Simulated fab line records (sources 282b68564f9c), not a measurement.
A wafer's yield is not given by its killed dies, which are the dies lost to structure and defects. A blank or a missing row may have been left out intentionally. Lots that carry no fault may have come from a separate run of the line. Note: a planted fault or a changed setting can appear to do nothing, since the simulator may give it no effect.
What tool caused it?    flow rit-cmos    Sampling: 7 lots, 21 wafers, 2 of 202 route steps

== WHAT THE GAUGES SHOWED, per wafer ==
RIT_PWELL_TW_MEAS_10.
lot   measured     on             PWELL_TW
L502  day 2 04:55  film-metro-03  952 948 952
L504  day 2 14:25  film-metro-04  960 965 956
L511  day 4 05:24  film-metro-01  30 30 30
L513  day 4 13:59  film-metro-04  30 30 30
L519  day 5 21:43  film-metro-04  956 953 960
L521  day 6 03:02  film-metro-01  943 949 942
L523  day 6 17:50  film-metro-04  954 955 957

== EACH LOT AND THE TOOL THAT RAN IT (in order: tool; ch and the chambers of the sampled wafers; start) ==
lot   RIT_NWELL_STRIP_09
L502  plasma-asher-03 ch 0,1, day 2 03:14
L504  plasma-asher-01 ch 0,1, day 2 12:44
L511  plasma-asher-01 ch 0,1, day 4 03:20
L513  plasma-asher-01 ch 0,1, day 4 12:17
L519  plasma-asher-01 ch 0,1, day 5 19:53
L521  plasma-asher-03 ch 0,1, day 6 01:11
L523  plasma-asher-01 ch 0,1, day 6 15:59
- RIT_NWELL_STRIP_09: strips in O2, time 180 s.

== THE ANSWER, worked out from the rows above alone ==
Rule: what is usual is taken from the lots themselves. The widest of any qualifying gaps counts: lots, ordered by their means at a reading, are off when they make up no more than a third of the lots, leave a main group of 4 or more, and stand apart from it by 3 or more times the standard deviation of that group's means. Not used: any main group whose means are identical at the precision the tables above print for the reading. Also off: a lot with no number at a reading for which 4 or more lots have one. Where the step has rows for the other lots, those lots are counted as sound.
Off: L511, L513, at RIT_PWELL_TW_MEAS_10 (PWELL_TW). Mean 953 and standard deviation 5.4 in the main group.
If a tool, at a process step before that reading, ran all the lots that are off and no sound lot after the first of them, it fits. The gauges at RIT_PWELL_TW_MEAS_10 are tried like those tools. No candidate that was tried fits.

== WHAT WAS PUT IN BY THE SIMULATOR ==
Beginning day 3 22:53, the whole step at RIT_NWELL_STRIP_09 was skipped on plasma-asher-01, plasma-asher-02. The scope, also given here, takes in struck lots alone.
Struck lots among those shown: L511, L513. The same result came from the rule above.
